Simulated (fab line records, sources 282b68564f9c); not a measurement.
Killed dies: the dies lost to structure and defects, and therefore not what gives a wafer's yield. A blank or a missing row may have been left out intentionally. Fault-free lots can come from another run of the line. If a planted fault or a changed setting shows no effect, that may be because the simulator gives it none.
Code-filled problem report in 8D (eight disciplines) form | flow rit cmos | the parts of the form that need people (team, actions taken, sign-off) are left out

1. PROBLEM STATEMENT
Mean of run length s at RIT_SDANNEAL_CLEAN_01: 183.5 s over 3 wafers from 1 lot, against 59.0 s (standard deviation 2.8) on wafers with no fault. Relative to the usual mean, that is a shift of +44 standard deviations.
The step: cleans in dHF, time 30 s.
First observed at day 5 18:08: wafer L948.2, on wet bench-02. The record has a number at this step for 39 wafers belonging to 13 lots. By rule, "out" or "out of limits" means more than 4 standard deviations away from the usual mean. All remaining wafers that have a number are taken as sound.

2. WHAT IT IS; WHAT IT IS NOT
question                    | is                     | is not
which readings at this step | run length s           | -
which lots                  | L948                   | L936, L939, L940, L941, L943, L944, L949, L952, L955, L956, L958, L959
which wafers of those lots  | all that have a number | -
read on which tools         | wet bench-02           | wet bench-03, wet bench-04
when                        | from day 5 18:08       | up to then (18 sound wafers); but 18 sound wafers of L949, L952, L955, L956, L958, L959 came after

3. SUSPECTS, AND WHAT RULES EACH OUT
Counting: a tool at a process step up to the reading stays a suspect if it ran every lot that is out and no sound lot after the first of them.
- plasma asher-03 at RIT_NLDD_STRIP_09 (strips in O2, time 180 s): ruled out as a lasting fault. After its first lot that is out, L948 (day 5 10:37), sound lots L952, L956 ran on it.
- wet bench-02 at RIT_SDANNEAL_CLEAN_01 (cleans in dHF, time 30 s): kept. It ran the lot that is out, L948 (day 5 18:08), and no sound lot after that; its last sound lot up to then is L943 (day 5 00:36). Its own run length s readings are out on those wafers.
After counting, what remains is wet bench-02 at RIT_SDANNEAL_CLEAN_01.

4. THE CAUSE (what the simulator had put in)
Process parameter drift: wet bench-02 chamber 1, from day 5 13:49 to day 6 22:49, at RIT_SDANNEAL_CLEAN_01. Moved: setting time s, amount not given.
Counting left only this tool.

5. THE CHAIN OF EFFECTS, in route order
One row per reading whose mean, taken over the struck wafers that have a number, lies over 3 standard deviations from the usual. Readings are gone through only where the record gives a usual standard deviation; hours: the median, over the lots, of the time from a lot's start at the first step in this table giving one to that lot's start at this step; sigmas: the change measured in usual standard deviations.
hours | step                  | reading      | usual  | on struck wafers | change | sigmas
0     | RIT_SDANNEAL_CLEAN_01 | run length s | 59.0 s | 183.5            | +124.5 | +44
Its process steps:
- RIT_SDANNEAL_CLEAN_01: cleans in dHF, time 30 s.
Later steps that measure or inspect, where all struck wafers having a row at the step show a number for every such reading and not one has moved that far: RIT_SILICIDE_RS_MEAS_02.

6. HOW IT WOULD HAVE BEEN CAUGHT EARLIER
In this record no reading fell out of limits until day 5 18:08, 4 hours after the fault had begun at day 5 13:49.
